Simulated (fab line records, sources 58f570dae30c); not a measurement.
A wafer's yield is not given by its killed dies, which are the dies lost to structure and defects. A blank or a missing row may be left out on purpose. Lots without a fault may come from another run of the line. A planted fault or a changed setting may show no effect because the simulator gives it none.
One fault through the eyes of 2 desks || flow berkeley-cmos170 || each desk holds nothing but its own numbers, with what lay behind them at the end

== TOOL OWNER'S DESK, furnace-02 ==
Per lot that ran on this tool, the mean of the sampled wafers carrying a number, from the tool's own readings at UCB170_SPACER_ANNEAL_02 (time 1800 s). A lot is out of limits, marked OUT, if its mean lies more than 4 standard deviations from the usual mean; the brackets give that distance.
Columns: A = spike-tc-centre-C at UCB170_SPACER_ANNEAL_02, usual 902.6 C; B = spike-tc-load-C at UCB170_SPACER_ANNEAL_02, usual 929.4 C
{"lot": "L635", "first seen here": "day 7 14:16", "A": 904.0, "B": 931.0}
{"lot": "L638", "first seen here": "day 8 23:20", "A": 902.6, "B": 932.6}
{"lot": "L639", "first seen here": "day 8 23:20", "A": 903.1, "B": 931.5}
{"lot": "L640", "first seen here": "day 8 23:20", "A": 903.7, "B": 931.4}
{"lot": "L642", "first seen here": "day 8 23:20", "A": 904.2, "B": 931.6}
{"lot": "L647", "first seen here": "day 10 00:31", "A": 903.8, "B": 930.7}
{"lot": "L656", "first seen here": "day 11 23:56", "A": 903.5, "B": 932.2}
{"lot": "L657", "first seen here": "day 11 23:56", "A": 903.5, "B": 931.2}
This desk found nothing out of limits on any of the 8 lots.

== METROLOGY DESK ==
Lot by lot, what the gauges showed, no matter which tool ran the lot: averages of those sampled wafers that carry a number. A lot is out of limits, marked OUT, if its mean lies more than 4 standard deviations from the usual mean; the brackets give that distance.
Columns: A = cd-nm at UCB170_GATE_CD_MEAS_12, usual 350.1 nm; B = PLDD_OVL at UCB170_PLDD_OVL_MEAS_07, usual 0 nm; C = SPACER_TEOS_THK at UCB170_SPACER_THK_MEAS_01, usual 376 nm
{"lot": "L635", "first seen here": "day 7 06:43", "A": 351.0, "B": -5, "C": 372}
{"lot": "L636", "first seen here": "day 7 19:20", "A": 351.6, "B": -7, "C": 379}
{"lot": "L639", "first seen here": "day 8 08:42", "A": 350.3, "B": -4, "C": 374}
{"lot": "L638", "first seen here": "day 8 08:47", "A": 349.2, "B": -0, "C": 381}
{"lot": "L642", "first seen here": "day 8 14:24", "A": 347.7, "B": 11, "C": 370}
{"lot": "L640", "first seen here": "day 8 15:13", "A": 348.9, "B": 1, "C": 381}
{"lot": "L647", "first seen here": "day 9 16:01", "A": 350.2, "B": -5, "C": 375}
{"lot": "L645", "first seen here": "day 9 16:17", "A": 351.9, "B": 9, "C": 377}
{"lot": "L646", "first seen here": "day 9 16:20", "A": 351.0, "B": 0, "C": 379}
{"lot": "L648", "first seen here": "day 10 04:01", "A": 350.0, "B": -8, "C": 376}
{"lot": "L650", "first seen here": "day 11 01:35", "A": 348.8, "B": 5, "C": 377}
{"lot": "L654", "first seen here": "day 11 01:48", "A": 348.4, "B": -8, "C": 373}
{"lot": "L657", "first seen here": "day 11 15:54", "A": 350.5, "B": 0, "C": 379}
{"lot": "L656", "first seen here": "day 11 16:05", "A": 349.8, "B": 10, "C": 380}
This desk found nothing out of limits on any of the 14 lots.

== ALL TOGETHER ==
The desk of the tool owner found nothing out of limits.
Nothing out of limits was seen by the metrology desk.

== WHAT HAD BEEN PUT IN BY THE SIMULATOR ==
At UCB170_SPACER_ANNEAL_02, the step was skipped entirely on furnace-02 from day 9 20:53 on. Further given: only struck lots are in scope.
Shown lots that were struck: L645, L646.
